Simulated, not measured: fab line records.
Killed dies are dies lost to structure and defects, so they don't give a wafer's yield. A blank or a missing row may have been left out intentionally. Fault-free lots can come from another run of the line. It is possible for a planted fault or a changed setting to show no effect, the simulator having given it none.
Comparing a struck lot with a sound one | flow berkeley cmos170 | 17 steps out of a route of 331
Sound: wafers L655.1, L655.2, L655.4. Struck: wafers L663.2, L663.4, L663.5. The cause is given at the end.
Order at every step that has rows: each side's tool, ch and its chambers, its first start. Under that, the readings that differ: sound wafers | struck wafers | difference of the means | sigmas: that difference in standard deviations of wafers without a fault.
alike: readings with means less than 2 such deviations apart, plus words and numbers identical on both sides. not compared: withheld readings, readings lacking a value on some wafer, bounds such as >300 that could conceal the same value, and numbers that have no deviation in the record and whose values overlap.
A row with sigmas, a row that says differs or no value, or rows on one side alone: a step with any of these is where the two part. Non-overlapping numbers with no deviation appear without sigmas and do not part them. A reading that every wafer of one side lacks parts them only if that side has two wafers or more.

first, 1 step without rows for these wafers: UCB170_FIELD_WET_ETCH_06 (etches SiO2 in BOE, time 21.53 s).
UCB170_FIELD_THK_MEAS_90:
  struck on film metro-01, day 8 11:04; sound on film metro-02, day 7 00:01
  alike: FIELD_OXIDE_LEFT_1_THK
then, 2 steps without rows for these wafers: UCB170_SACOX_CLEAN_00 (cleans in dHF, time 7.5 s); UCB170_SACOX_OXIDATION_01 (target thk 14.4 nm, ox time 2400 s).
UCB170_SACOX_THK_MEAS_02:
  struck on film metro-04, day 8 18:30; sound on film metro-02, day 7 07:10
  alike: SACOX_OXIDE_THK
then, 2 steps without rows for these wafers: UCB170_SCREENOX_WET_ETCH_00 (etches SiO2 in dHF, time 200 s); UCB170_SCREENOX_OXIDATION_01 (target thk 14.4 nm, ox time 2400 s).
UCB170_SCREENOX_THK_MEAS_02:
  struck on film metro-01, day 9 00:25; sound on film metro-02, day 7 12:54
  reading                 | sound             | struck            | difference | sigmas
  SCREENOX_OXIDE_THK (nm) | 14.45 14.68 14.45 | 14.12 14.11 14.00 | -0.45      | -2
then, 4 steps without rows for these wafers: UCB170_SCREENOX_ANNEAL_03 (time 900 s); UCB170_NVT_HMDS_00 (prime time 60 s); UCB170_NVT_COAT_01 (resist thk 900 nm); UCB170_NVT_SOFTBAKE_02 (time 60 s).
UCB170_NVT_EXPOSE_03: exposes mask PWELL, target cd 3000 nm.
  sound on krf scanner-02 ch 0, day 7 19:49; struck on krf scanner-02 ch 0, day 9 07:25
  reading                     | sound                | struck            | difference | sigmas
  model.NVT.overlay x nm (nm) | -2.926 -2.926 -2.926 | 602.7 602.7 602.7 | +605.6     |
  alike: mask, focus offset nm
then, 2 steps without rows for these wafers: UCB170_NVT_PEB_04; UCB170_NVT_DEVELOP_05 (develop time 45 s).
UCB170_NVT_OVL_MEAS_06:
  struck on overlay-01, day 9 09:02; sound on overlay-02, day 7 20:40
  reading      | sound    | struck      | difference | sigmas
  NVT_OVL (nm) | -5 -7 -9 | 606 603 602 | +611       | +99 or more
  not compared: hold
UCB170_M3_PROBE_99:
  sound wafers here have rows in the record (prober-01, day 10 10:42); struck ones have none

WHERE THEY PART
At UCB170_SCREENOX_THK_MEAS_02 first; at UCB170_M3_PROBE_99 last (within this record only).

WHY: whatever the simulator had introduced
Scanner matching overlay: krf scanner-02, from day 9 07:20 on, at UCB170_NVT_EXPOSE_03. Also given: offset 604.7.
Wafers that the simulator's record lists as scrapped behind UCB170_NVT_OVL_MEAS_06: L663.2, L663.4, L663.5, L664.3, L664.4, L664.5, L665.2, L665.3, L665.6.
